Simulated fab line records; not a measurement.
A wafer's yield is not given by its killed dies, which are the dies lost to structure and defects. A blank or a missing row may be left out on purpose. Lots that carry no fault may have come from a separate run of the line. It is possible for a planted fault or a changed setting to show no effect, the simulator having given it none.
Which of the tools did it? -- flow rit_cmos -- 14 lots with 42 wafers sampled at 5 steps, on a route of 202 steps

## WHAT THE GAUGES SHOWED, per wafer
Not one reading of a measure or inspect step in the record can be checked against a usual standard deviation.

## WHAT TOOL EACH LOT RAN ON (gives the tool, then ch and the chambers of the sampled wafers, and finally the start)
lot,RIT_PWELL_IMPLANT_08,RIT_PLDD_STRIP_09,RIT_SDANNEAL_RTA_03,RIT_SILICIDE_RTA_06,RIT_M1_PROBE_99
L287,"implanter-02 ch 0, day 2 08:22","plasma_asher-02 ch 0,1, day 3 08:05","rtp_anneal-01 ch 0, day 3 14:22","rtp_anneal-01 ch 0, day 3 15:22",-
L288,"implanter-03 ch 0, day 2 11:52","plasma_asher-02 ch 0,1, day 3 12:41","rtp_anneal-01 ch 0, day 3 20:35","rtp_anneal-01 ch 0, day 3 21:34",-
L289,"implanter-04 ch 0, day 2 12:17","plasma_asher-02 ch 0,1, day 3 12:31","rtp_anneal-02 ch 0, day 3 18:33","rtp_anneal-02 ch 0, day 3 19:33",-
L290,"implanter-04 ch 0, day 2 20:37","plasma_asher-02 ch 0,1, day 3 18:55","rtp_anneal-02 ch 0, day 4 01:23","rtp_anneal-02 ch 0, day 4 02:23",-
L293,"implanter-04 ch 0, day 3 05:57","plasma_asher-04 ch 0,1, day 4 07:07","rtp_anneal-01 ch 0, day 4 13:32","rtp_anneal-01 ch 0, day 4 14:32",-
L295,"implanter-04 ch 0, day 3 16:43","plasma_asher-02 ch 1, day 4 16:49","rtp_anneal-01 ch 0, day 4 23:55","rtp_anneal-01 ch 0, day 5 00:58","prober-02, day 5 07:35"
L296,"implanter-02 ch 0, day 4 02:42","plasma_asher-03 ch 0,1, day 5 03:09","rtp_anneal-01 ch 0, day 5 10:30","rtp_anneal-01 ch 0, day 5 11:32","prober-02, day 5 18:03"
L297,"implanter-02 ch 0, day 4 05:13","plasma_asher-03 ch 0,1, day 5 02:03","rtp_anneal-02 ch 0, day 5 08:16","rtp_anneal-02 ch 0, day 5 09:18","prober-01, day 5 16:04"
L298,"implanter-02 ch 0, day 4 08:02","plasma_asher-04 ch 0,1, day 5 07:32","rtp_anneal-02 ch 0, day 5 14:02","rtp_anneal-02 ch 0, day 5 15:01",-
L301,"implanter-02 ch 0, day 4 23:00","plasma_asher-02 ch 1, day 5 22:56","rtp_anneal-01 ch 0, day 6 05:23","rtp_anneal-01 ch 0, day 6 06:24",-
L302,"implanter-02 ch 0, day 5 04:31","plasma_asher-03 ch 0,1, day 6 05:34","rtp_anneal-02 ch 0, day 6 11:41","rtp_anneal-02 ch 0, day 6 12:41",-
L308,"implanter-03 ch 0, day 6 09:55","plasma_asher-03 ch 0,1, day 7 08:46","rtp_anneal-02 ch 0, day 7 15:39","rtp_anneal-02 ch 0, day 7 16:40","prober-01, day 7 23:25"
L309,"implanter-03 ch 0, day 6 15:13","plasma_asher-04 ch 0,1, day 7 15:10","rtp_anneal-01 ch 0, day 7 21:10","rtp_anneal-01 ch 0, day 7 22:09","prober-02, day 8 04:38"
L310,"implanter-04 ch 0, day 6 18:45","plasma_asher-03 ch 0,1, day 7 19:33","rtp_anneal-02 ch 0, day 8 01:56","rtp_anneal-02 ch 0, day 8 02:57",-
- RIT_PWELL_IMPLANT_08
- RIT_PLDD_STRIP_09: strips in O2, time 180 s.
- RIT_SDANNEAL_RTA_03: time 5 s.
- RIT_SILICIDE_RTA_06: time 10 s, ramp up 5 s, ramp down 10 s.
- RIT_M1_PROBE_99

## WHAT THE TOOLS THEMSELVES READ (means of the sampled wafers that have a number; where no wafer has one, the mark that the record gives instead)
RIT_PWELL_IMPLANT_08.
lot,tool,beam_energy_keV
L287,implanter-02,170.03
L288,implanter-03,169.95
L289,implanter-04,170.00
L290,implanter-04,170.02
L293,implanter-04,170.01
L295,implanter-04,170.02
L296,implanter-02,169.97
L297,implanter-02,170.01
L298,implanter-02,170.03
L301,implanter-02,172.03
L302,implanter-02,171.96
L308,implanter-03,170.08
L309,implanter-03,169.93
L310,implanter-04,170.00

RIT_PLDD_STRIP_09.
lot,tool,drypump_motor_current_A (A),o2_flow_sccm (sccm)
L287,plasma_asher-02,5.5,3998
L288,plasma_asher-02,5.5,4003
L289,plasma_asher-02,5.6,4003
L290,plasma_asher-02,5.6,3991
L293,plasma_asher-04,5.5,3995
L295,plasma_asher-02,5.5,4010
L296,plasma_asher-03,6.4,3997
L297,plasma_asher-03,6.2,3999
L298,plasma_asher-04,5.3,4001
L301,plasma_asher-02,5.5,4006
L302,plasma_asher-03,6.2,4004
L308,plasma_asher-03,6.4,4006
L309,plasma_asher-04,5.3,3995
L310,plasma_asher-03,6.4,3992

RIT_SDANNEAL_RTA_03.
lot,tool,wafer_temp_C_max
L287,rtp_anneal-01,1052.8
L288,rtp_anneal-01,1052.8
L289,rtp_anneal-02,1053.2
L290,rtp_anneal-02,1053.7
L293,rtp_anneal-01,1052.4
L295,rtp_anneal-01,1053.9
L296,rtp_anneal-01,1053.5
L297,rtp_anneal-02,1053.4
L298,rtp_anneal-02,1054.3
L301,rtp_anneal-01,1053.8
L302,rtp_anneal-02,1052.3
L308,rtp_anneal-02,1053.5
L309,rtp_anneal-01,1053.3
L310,rtp_anneal-02,1053.1

RIT_SILICIDE_RTA_06.
lot,tool,wafer_temp_C_max
L287,rtp_anneal-01,753.1
L288,rtp_anneal-01,753.8
L289,rtp_anneal-02,754.5
L290,rtp_anneal-02,753.9
L293,rtp_anneal-01,753.4
L295,rtp_anneal-01,753.1
L296,rtp_anneal-01,752.9
L297,rtp_anneal-02,754.4
L298,rtp_anneal-02,754.6
L301,rtp_anneal-01,753.1
L302,rtp_anneal-02,753.9
L308,rtp_anneal-02,753.0
L309,rtp_anneal-01,753.6
L310,rtp_anneal-02,753.4

RIT_M1_PROBE_99.
lot,tool,killed_at_contacts,killed_at_front_end,killed_dies,killed_open,killed_short
L295,prober-02,0.0,5,5,2.7,2.3
L296,prober-02,0.3,12,12,6.0,6.3
L297,prober-01,0.0,4,4,1.7,2.7
L308,prober-01,0.0,8,8,5.3,2.3
L309,prober-02,0.0,4,4,2.3,2.0

## THE ANSWER, worked out from the rows above alone
Rule: usual is defined by the lots themselves. Put in order of their means at a reading, lots are off if they are a third of the lots or fewer, leave a main group of 4 or more, and stand apart from it by a gap of 3 or more times the standard deviation of the main group's means; of several such gaps the widest counts. The tables above print the reading to a certain number of digits; a main group whose means all agree to those digits is not used. Also off: a lot with no number at a reading for which 4 or more lots have one. All remaining lots with rows at the step are treated as sound. Order of review: gauges by route order, followed by the tools' own readings, for which a lot's mean as printed above is used. At the first step where some lot is off, the reading lying furthest off is the one used; lots without a number count as furthest.
Off: L301, L302, at RIT_PWELL_IMPLANT_08 (beam_energy_keV). The main group: mean 170.00, standard deviation 0.038.
If a tool, at that step or one of the process steps before it, ran each lot that is off and ran no sound lot following the first of them, it fits. One candidate fits, namely implanter-02 at RIT_PWELL_IMPLANT_08. Its last sound lot is L298 (day 4 08:02), its first lot that is off L301 (day 4 23:00): a fault that began between those two fits.
The tool's own readings at RIT_PWELL_IMPLANT_08 bear it out: on the lots that are off they differ by more than 5 times the standard deviation of the sound lots' means. beam_energy_keV reads 172.00 there against 170.00 on the sound lots.

## WHAT HAD BEEN PUT IN BY THE SIMULATOR
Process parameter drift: implanter-02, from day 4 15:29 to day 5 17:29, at RIT_PWELL_IMPLANT_08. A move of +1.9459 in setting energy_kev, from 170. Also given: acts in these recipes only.
Struck lots among those shown: L301, L302. This agrees with what the rule above found.
